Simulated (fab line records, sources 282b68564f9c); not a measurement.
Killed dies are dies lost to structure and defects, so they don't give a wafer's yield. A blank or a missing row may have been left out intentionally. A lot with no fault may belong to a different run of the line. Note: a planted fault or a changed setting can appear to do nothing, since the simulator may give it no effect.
The tool behind it: which one? + flow rit-cmos + Sampling: 7 lots, 21 wafers, 2 of 202 route steps

== WHAT EACH GAUGE READ, for each wafer ==
RIT_PSD_OVL_MEAS_06.
| lot  | measured    | on         | PSD_OVL (nm)                              |
|------|-------------|------------|-------------------------------------------|
| L669 | day 3 06:29 | overlay-02 | 0.6 2.2 0.4                               |
| L671 | day 3 16:37 | overlay-01 | -0.6 -1.7 -0.9                            |
| L673 | day 4 01:36 | overlay-02 | -0.3 0.4 -0.4                             |
| L676 | day 4 16:55 | overlay-01 | 3536.1 3536.0 3536.8 3538.3 3538.5 3539.4 |
| L681 | day 6 01:16 | overlay-02 | 3537.4 3537.4 3537.8 3540.1 3539.8 3540.3 |
| L683 | day 6 04:09 | overlay-01 | -1.1 -0.2 -1.7                            |
| L688 | day 7 03:51 | overlay-01 | -0.4 -1.3 -1.5                            |

== WHAT TOOL EACH LOT RAN ON (gives the tool, then ch and the chambers of the sampled wafers, and finally the start) ==
| lot  | RIT_PSD_EXPOSE_03                  |
|------|------------------------------------|
| L669 | iline-stepper-01 ch 0, day 3 06:05 |
| L671 | iline-stepper-01 ch 0, day 3 16:13 |
| L673 | iline-stepper-02 ch 0, day 4 01:12 |
| L676 | iline-stepper-01 ch 0, day 4 16:33 |
| L681 | iline-stepper-01 ch 0, day 6 00:52 |
| L683 | iline-stepper-02 ch 0, day 6 03:45 |
| L688 | iline-stepper-02 ch 0, day 7 03:28 |
- RIT_PSD_EXPOSE_03: exposes mask M10, target cd 40900 nm.

== THE ANSWER, worked out from the rows above alone ==
Rule: the lots themselves supply what counts as usual. Put in order of their means at a reading, lots are off if they are a third of the lots or fewer, leave a main group of 4 or more, and stand apart from it by a gap of 3 or more times the standard deviation of the main group's means; of several such gaps the widest counts. Not used: any main group whose means are identical at the precision the tables above print for the reading. A lot without any number at a reading at which 4 lots or more have one is off too. All remaining lots with rows at the step are treated as sound.
Off: L676, L681, seen at RIT_PSD_OVL_MEAS_06 (PSD_OVL). The main group has a mean of -0.4 nm with a standard deviation of 0.83.
If a tool, at a process step before that reading, ran all the lots that are off and no sound lot after the first of them, it fits. Gauges at RIT_PSD_OVL_MEAS_06: tried the same way as those tools. One fits: RIT_PSD_EXPOSE_03 on iline-stepper-01. Its last sound lot is L671 (day 3 16:13), its first lot that is off L676 (day 4 16:33): a fault that began between those two fits.

== WHAT THE SIMULATOR PUT IN ==
Scanner matching overlay: iline-stepper-01, from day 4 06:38 on, at RIT_PSD_EXPOSE_03. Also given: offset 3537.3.
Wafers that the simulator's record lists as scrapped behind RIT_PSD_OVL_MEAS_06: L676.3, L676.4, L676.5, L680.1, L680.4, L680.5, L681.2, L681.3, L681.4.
Lots struck among those shown: L676, L681. The rule given above showed the same thing.
